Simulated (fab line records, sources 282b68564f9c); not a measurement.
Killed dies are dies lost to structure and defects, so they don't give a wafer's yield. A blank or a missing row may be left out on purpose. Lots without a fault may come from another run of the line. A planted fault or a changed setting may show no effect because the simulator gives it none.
fab line records | flow rit_cmos
record lots=7 wafers=21 last_day=7
route steps=202 shown M1@184
lots that met no fault: from a run of the same line without faults
start_h: hours from the record's first day to the start of the lot's first wafer shown | wait_h: hours since the lot's step before | " the same as in the row above | L1.1+2: a row that stands for several wafers | - no value, or no start given | * or withheld: withheld | < > ~ a bound
route shown NAME@n: a module of which the file shows steps, and the number in the route of the first | usual: mean/standard deviation of fault-free wafers | same: alike in all rows | chamber/n: place in a boat | sites: the reading at each site | _std_site: their standard deviation | _edge_site: outer sites' mean less inner sites' | radius_mm: how far each site lies from the wafer's centre | mask NAME#n: copy n | behind: the tool/chamber that last shaped the wafer | hold: why the lot was held/for how many hours/how that ended | device: the transistor (n, p or np) that didn't switch | end of line: the same wafers' tests at the end of the route | a step without rows: its recipe alone | killed: dies lost to structure and defects at the first sort, not the wafer's yield | map: a wafer's dies, x killed, . not, _ none there
set.NAME: the setting as run; set.NAME@STEP: as run at that earlier step | model.NAME: the simulator's own value behind a step, which no gauge read
lots at some steps of the route; a table a step, a row a wafer
services: from which hour (start_h, from the record's first day; less than 0 if before it) a tool's chamber was out of use, for how many hours, and why
## steps
# step RIT_M1_SPUTTER_00
# recipe material=Al target_thk_nm=400 power_w=2000 chamber_pressure_pa=0.4 gas=Ar time_s=500 substrate_temp_c=25
# usual throttle_valve_pct=30.0/1
# columns lot.wafer tool chamber start_h wait_h throttle_valve_pct
L639.1 pvd_sputter-04 - 82.80 0.0 30.2
L639.3 " - " " 28.3
L639.4 " - " " 32.1
L644.3 pvd_sputter-03 - 108.91 0.0 30.2
L644.4 " - " " 30.6
L644.5 " - " " 30.0
L645.3 pvd_sputter-04 - 112.23 0.0 28.2
L645.4 " - " " 32.0
L645.6 " - " " 28.5
L647.2 pvd_sputter-04 - 122.97 0.0 28.8
L647.3 " - " " 30.2
L647.4 " - " " 28.5
L651.1 pvd_sputter-04 - 143.01 0.0 31.8
L651.3 " - " " 28.4
L651.5 " - " " 28.5
L653.2 pvd_sputter-04 - 152.45 0.0 28.7
L653.3 " - " " 29.9
L653.6 " - " " 28.4
L656.2 pvd_sputter-04 - 170.15 0.0 31.7
L656.4 " - " " 28.8
L656.6 " - " " 28.4
# step RIT_M1_RS_MEAS_01
# recipe thk_meas_gauge=four-point-probe reads=Al_of_M1_SPUTTER_00
# usual M1_AL_RS=0.0731/0.00074
# columns lot.wafer tool chamber start_h wait_h M1_AL_RS[ohm/sq]
L639.1 film_metro-04 - 83.10 0.1 0.0728
L639.3 " - " " 0.0728
L639.4 " - " " 0.0725
L644.3 film_metro-02 - 109.24 0.2 0.0744
L644.4 " - " " 0.0735
L644.5 " - " " 0.0737
L645.3 film_metro-03 - 112.57 0.2 0.0727
L645.4 " - " " 0.0734
L645.6 " - " " 0.0720
L647.2 film_metro-02 - 123.28 0.2 0.0737
L647.3 " - " " 0.0744
L647.4 " - " " 0.0743
L651.1 film_metro-04 - 143.31 0.1 0.0745
L651.3 " - " " 0.0746
L651.5 " - " " 0.0744
L653.2 film_metro-04 - 152.77 0.2 0.0727
L653.3 " - " " 0.0727
L653.6 " - " " 0.0731
L656.2 film_metro-04 - 170.46 0.2 0.0727
L656.4 " - " " 0.0724
L656.6 " - " " 0.0726
# step RIT_M1_THK_MEAS_02
# recipe thk_meas_gauge=xrf reads=Al_of_M1_SPUTTER_00
# usual M1_AL_THK=403/5.4
# columns lot.wafer tool chamber start_h wait_h M1_AL_THK[nm]
L639.1 film_metro-04 - 83.22 0.1 406
L639.3 " - " " 407
L639.4 " - " " 409
L644.3 film_metro-02 - 109.34 0.1 393
L644.4 " - " " 396
L644.5 " - " " 394
L645.3 film_metro-03 - 112.67 0.1 404
L645.4 " - " " 402
L645.6 " - " " 406
L647.2 film_metro-02 - 123.39 0.1 397
L647.3 " - " " 395
L647.4 " - " " 394
L651.1 film_metro-04 - 143.43 0.1 400
L651.3 " - " " 397
L651.5 " - " " 400
L653.2 film_metro-04 - 152.88 0.1 407
L653.3 " - " " 406
L653.6 " - " " 404
L656.2 film_metro-04 - 170.57 0.1 409
L656.4 " - " " 408
L656.6 " - " " 410
# step RIT_M1_HMDS_03
# recipe prime_time_s=60 prime_temp_c=140
# step RIT_M1_COAT_04
# recipe resist=NOVOLAK spin_rpm=2000 resist_thk_nm=1300
# step RIT_M1_SOFTBAKE_05
# recipe resist=NOVOLAK temp_c=90 time_s=60
# step RIT_M1_EXPOSE_06
# recipe mask_id=M12 na=0.6 source_shape=conventional sigma_outer=0.5 target_cd_nm=2600 dose_mj=250
# step RIT_M1_PEB_07
# recipe resist=NOVOLAK temp_c=withheld time_s=withheld
# step RIT_M1_DEVELOP_08
# recipe resist=NOVOLAK develop_time_s=68 dev_temp_c=23
# step RIT_M1_CD_MEAS_09
# recipe target_cd_nm=2600
# usual cd_nm=2600.5/2
# columns lot.wafer tool chamber start_h wait_h cd_nm
L639.1 cd_sem-01 - 84.28 - 2600.8
L639.3 " - " " 2599.1
L639.4 " - " " 2602.0
L644.3 cd_sem-02 - 110.30 - 2598.7
L644.4 " - " " 2597.7
L644.5 " - " " 2600.3
L645.3 cd_sem-02 - 113.63 - 2601.9
L645.4 " - " " 2601.6
L645.6 " - " " 2598.5
L647.2 cd_sem-02 - 124.34 - 2597.2
L647.3 " - " " 2596.9
L647.4 " - " " 2599.2
L651.1 cd_sem-01 - 144.37 - 2599.0
L651.3 " - " " 2598.1
L651.5 " - " " 2600.8
L653.2 cd_sem-01 - 153.83 - 2598.5
L653.3 " - " " 2600.4
L653.6 " - " " 2599.4
L656.2 cd_sem-01 - 171.69 - 2601.4
L656.4 " - " " 2598.9
L656.6 " - " " 2598.0
# step RIT_M1_OVL_MEAS_10
# usual M1_OVL=0.0/1.1
# columns lot.wafer tool chamber start_h wait_h M1_OVL[nm]
L639.1 overlay-02 - 84.40 0.1 -1.2
L639.3 " - " " 0.0
L639.4 " - " " -0.5
L644.3 overlay-02 - 110.40 0.1 -0.1
L644.4 " - " " 0.0
L644.5 " - " " -2.2
L645.3 overlay-01 - 113.72 0.1 0.5
L645.4 " - " " 0.7
L645.6 " - " " -0.1
L647.2 overlay-01 - 124.45 0.1 0.2
L647.3 " - " " -1.1
L647.4 " - " " 0.0
L651.1 overlay-02 - 144.49 0.1 2.4
L651.3 " - " " 0.5
L651.5 " - " " 1.2
L653.2 overlay-02 - 153.93 0.1 0.2
L653.3 " - " " 0.1
L653.6 " - " " 0.7
L656.2 overlay-01 - 171.79 0.1 1.3
L656.4 " - " " -0.7
L656.6 " - " " 0.2
# step RIT_M1_HARDBAKE_11
# recipe resist=NOVOLAK temp_c=140 time_s=120
# step RIT_M1_METAL_ETCH_12
# recipe stop_on=SiO2 chemistry=Cl2/BCl3 target=Al time_s=165 over_etch_frac=0.5 pressure_mtorr=100 target_depth_a=6000 rf_w=250 Cl2_flow_sccm=60 bcl3_flow_sccm=50
# usual drypump_motor_current_A=5.5/0.5 oes_product_au=0.781/0.014 over_etch_frac=0.5/0 throttle_valve_pct=8.25/0.052
# columns lot.wafer tool chamber start_h wait_h drypump_motor_current_A oes_product_au over_etch_frac rf_hours_counter_h throttle_valve_pct model.NOVOLAK_of_M1_COAT_04.thk_nm
L639.1 rie_metal-01 1 84.69 0.2 5.8 0.774 0.5 37 8.25 820.8
L639.3 " 1 " " 5.8 0.787 0.5 - 8.24 817.1
L639.4 " 0 " " 5.0 0.779 0.5 - 8.15 803.3
L644.3 rie_metal-03 0 110.72 0.2 5.7 0.781 0.5 - 8.27 802.2
L644.4 " 1 " " 4.7 0.758 0.5 - 8.24 815.3
L644.5 " 0 " " 5.7 0.789 0.5 - 8.28 803.5
L645.3 rie_metal-01 0 114.05 0.2 5.1 0.764 0.5 - 8.15 807.5
L645.4 " 1 " " 5.8 0.777 0.5 - 8.23 819.2
L645.6 " 1 " " 5.8 0.775 0.5 - 8.24 819.1
L647.2 rie_metal-03 0 124.73 0.2 5.7 0.777 0.5 3 8.27 798.8
L647.3 " 1 " " 4.7 0.767 0.5 - 8.24 813.3
L647.4 " 0 " " 5.7 0.781 0.5 - 8.27 802.9
L651.1 rie_metal-03 0 144.78 0.2 5.7 0.740 0.65677 3 8.27 776.7
L651.3 " 1 " " 4.7 0.762 0.5 - 8.25 821.5
L651.5 " 1 " " 4.7 0.760 0.5 - 8.24 822.2
L653.2 rie_metal-03 0 154.21 0.2 5.7 0.753 0.65677 4 8.28 767.6
L653.3 " 0 " " 5.7 0.757 0.65677 - 8.28 764.4
L653.6 " 0 " " 5.7 0.747 0.65677 - 8.30 769.4
L656.2 rie_metal-03 1 172.07 0.2 4.7 0.772 0.5 4 8.24 824
L656.4 " 1 " " 4.7 0.781 0.5 - 8.25 825.8
L656.6 " 0 " " 5.7 0.751 0.65677 - 8.27 771.6
# step RIT_M1_STRIP_13
# recipe chemistry=nmp resist=NOVOLAK temp_c=80 time_s=600 dry=n2_spin
# step RIT_M1_PROBE_99
# usual defect_limited_yield=97.4/1.2 killed_at_M0_to_M3=0.0/0.12 killed_at_contacts=0.1/0.23 killed_at_front_end=7/3.1 killed_dies=7/3.1 killed_open=3.4/2.1 killed_short=3.5/2 sort_bin_3_pad_short=0.1/0.24 sort_bin_5_function=1.5/0.82 sort_bin_6_memory=1.0/0.69 sort_n_pass=257/3.1 sort_yield_pct=97.4/1.2
# same gross_dies=264 killed_at_M4_up=0 killed_at_back_side=0 killed_at_other=0
# columns lot.wafer tool chamber start_h wait_h defect_limited_yield[%] killed_at_M0_to_M3 killed_at_contacts killed_at_front_end killed_dies killed_open killed_short sort_bin_3_pad_short[%] sort_bin_5_function[%] sort_bin_6_memory[%] sort_n_pass sort_yield_pct[%]
L639.1 prober-02 - 88.21 0.1 95.5 0 0 12 12 6 6 0 2.7 1.9 252 95.5
L639.3 prober-02 - 88.31 0.2 98.1 0 0 5 5 2 3 0.4 1.5 0 259 98.1
L639.4 prober-02 - 88.36 0.2 97.0 0 0 8 8 5 3 0 1.9 1.1 256 97.0
L644.3 prober-01 - 113.03 0.2 97.7 0 0 6 6 4 2 0 0.4 1.9 258 97.7
L644.4 prober-01 - 113.08 0.2 94.7 0 0 14 14 8 6 0 3.0 2.3 250 94.7
L644.5 prober-01 - 113.13 0.2 95.5 0 0 12 12 6 6 0.8 1.1 2.7 252 95.5
L645.3 prober-02 - 116.36 0.2 97.3 0 0 7 7 1 6 0 1.1 1.5 257 97.3
L645.4 prober-02 - 116.41 0.2 95.5 0 0 12 12 6 6 0 2.7 1.9 252 95.5
L645.6 prober-02 - 116.51 0.2 97.0 0 0 8 8 7 1 0 2.3 0.8 256 97.0
L647.2 prober-01 - 127.05 0.1 97.3 0 0 7 7 3 4 0 1.5 1.1 257 97.3
L647.3 prober-01 - 127.10 0.2 96.6 1 0 8 9 3 6 0 2.3 1.1 255 96.6
L647.4 prober-01 - 127.15 0.2 98.1 0 0 5 5 2 3 0 1.1 0.8 259 98.1
L651.1 prober-01 - 147.03 0.1 98.5 0 0 4 4 1 3 0 0 1.5 260 98.5
L651.3 prober-01 - 147.13 0.2 98.5 0 0 4 4 2 2 0 0 1.5 260 98.5
L651.5 prober-01 - 147.23 0.2 96.6 0 0 9 9 6 3 0 1.5 1.9 255 96.6
L653.2 prober-01 - 156.51 0.1 97.0 0 0 8 8 4 4 0 2.3 0.8 256 97.0
L653.3 prober-01 - 156.56 0.2 97.7 0 0 6 6 4 2 0 1.9 0.4 258 97.7
L653.6 prober-01 - 156.71 0.2 98.9 0 0 3 3 2 1 0 0.4 0.8 261 98.9
L656.2 prober-02 - 174.39 0.1 98.1 0 1 4 5 2 3 0.8 1.1 0 259 98.1
L656.4 prober-02 - 174.49 0.2 97.7 0 0 6 6 4 2 0 1.9 0.4 258 97.7
L656.6 prober-02 - 174.59 0.2 98.5 0 0 4 4 1 3 0.4 0.4 0.8 260 98.5
# killed by level:class
L639.1 FOX2:geometric_particle:open=2 GATE:geometric_particle:open=2 GATE:geometric_particle:short=2 FOX1:geometric_particle:short=1 FOX2:geometric_particle:short=1 SPACER:geometric_particle:short=1 SPACER:geometric_particle:open=1 SILICIDE:geometric_particle:open=1
L639.3 GATE:geometric_particle:short=2 FOX2:geometric_particle:short=1 GATE:geometric_particle:open=1 SILICIDE:geometric_particle:open=1
L639.4 GATE:geometric_particle:open=3 SILICIDE:geometric_particle:short=2 FOX1:geometric_particle:open=1 GATE:geometric_particle:short=1 SILICIDE:geometric_particle:open=1
L644.3 FOX1:geometric_particle:open=2 GATE:geometric_particle:open=2 GATE:geometric_particle:short=1 SILICIDE:geometric_particle:short=1
L644.4 SPACER:geometric_particle:open=3 FOX1:geometric_particle:short=2 GATE:geometric_particle:open=2 REOX:geometric_particle:open=2 SPACER:geometric_particle:short=2 FOX1:geometric_particle:open=1 GATE:geometric_particle:short=1 SILICIDE:geometric_particle:short=1
L644.5 GATE:geometric_particle:short=3 FOX1:geometric_particle:open=2 FOX2:geometric_particle:short=2 GATE:geometric_particle:open=2 FOX1:geometric_particle:short=1 FOX2:geometric_particle:open=1 REOX:geometric_particle:open=1
L645.3 GATE:geometric_particle:short=2 SPACER:geometric_particle:short=2 GATE:geometric_particle:open=1 REOX:geometric_particle:short=1 SILICIDE:geometric_particle:short=1
L645.4 GATE:geometric_particle:open=4 GATE:geometric_particle:short=2 FOX1:geometric_particle:short=1 FOX1:geometric_particle:open=1 FOX2:geometric_particle:open=1 FOX2:geometric_particle:short=1 REOX:geometric_particle:short=1 SPACER:geometric_particle:short=1
L645.6 GATE:geometric_particle:open=3 SPACER:geometric_particle:open=2 FOX1:geometric_particle:open=1 GATE:geometric_particle:short=1 SILICIDE:geometric_particle:open=1
L647.2 GATE:geometric_particle:short=2 GATE:geometric_particle:open=2 REOX:geometric_particle:open=1 SPACER:geometric_particle:short=1 SILICIDE:geometric_particle:short=1
L647.3 GATE:geometric_particle:short=2 FOX2:geometric_particle:short=1 GATE:geometric_particle:open=1 SPACER:geometric_particle:short=1 SPACER:geometric_particle:open=1 SILICIDE:geometric_particle:short=1 SILICIDE:geometric_particle:open=1 M1:geometric_particle:short=1
L647.4 GATE:geometric_particle:short=3 FOX1:geometric_particle:open=1 SPACER:geometric_particle:open=1
L651.1 GATE:geometric_particle:short=1 SPACER:geometric_particle:open=1 SPACER:geometric_particle:short=1 SILICIDE:geometric_particle:short=1
L651.3 FOX1:geometric_particle:open=1 GATE:geometric_particle:open=1 GATE:geometric_particle:short=1 SILICIDE:geometric_particle:short=1
L651.5 GATE:geometric_particle:short=3 SPACER:geometric_particle:open=2 FOX1:geometric_particle:open=1 GATE:geometric_particle:open=1 REOX:geometric_particle:open=1 SILICIDE:geometric_particle:open=1
L653.2 GATE:geometric_particle:open=4 GATE:geometric_particle:short=3 REOX:geometric_particle:short=1
L653.3 GATE:geometric_particle:open=3 FOX1:geometric_particle:short=1 FOX2:geometric_particle:open=1 GATE:geometric_particle:short=1
L653.6 GATE:geometric_particle:open=2 GATE:geometric_particle:short=1
L656.2 FOX1:geometric_particle:short=1 GATE:geometric_particle:open=1 REOX:geometric_particle:short=1 SILICIDE:geometric_particle:short=1 CONTACT:geometric_particle:open=1
L656.4 GATE:geometric_particle:open=3 REOX:geometric_particle:short=1 SPACER:geometric_particle:open=1 SILICIDE:geometric_particle:short=1
L656.6 SILICIDE:geometric_particle:short=2 FOX1:geometric_particle:short=1 SILICIDE:geometric_particle:open=1
## services
# columns tool chamber start_h hours kind
rie_metal-01 - 133.99 1.4 pm
rie_metal-01 - 136.12 20.0 pm
rie_metal-01 0 136.12 20.0 vent_cycle
rie_metal-01 1 136.12 20.0 vent_cycle
rie_metal-01 0 156.12 - clean
rie_metal-01 1 156.12 - clean
## key
first_sign step=RIT_M1_METAL_ETCH_12 reading=over_etch_frac direction=up sigmas=99+ usual=0.5 struck=0.65677
effect step=RIT_M1_METAL_ETCH_12 reading=oes_product_au direction=down sigmas=2.3 usual=0.781 struck=0.750
model_effect step=RIT_M1_METAL_ETCH_12 value=NOVOLAK_of_M1_COAT_04.thk_nm without=804.8 struck=769.9
met_at RIT_M1_METAL_ETCH_12
struck_wafers L651.1,L653.2,L653.3,L653.6,L656.6
onset_between 124.73 144.78
fault kind=process_parameter_drift tool=rie_metal-03 chamber=0 onset_h=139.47 steps=RIT_M1_METAL_ETCH_12 channel=over_etch_frac offset=0.15677 shape=step end_h=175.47 stated=0.5
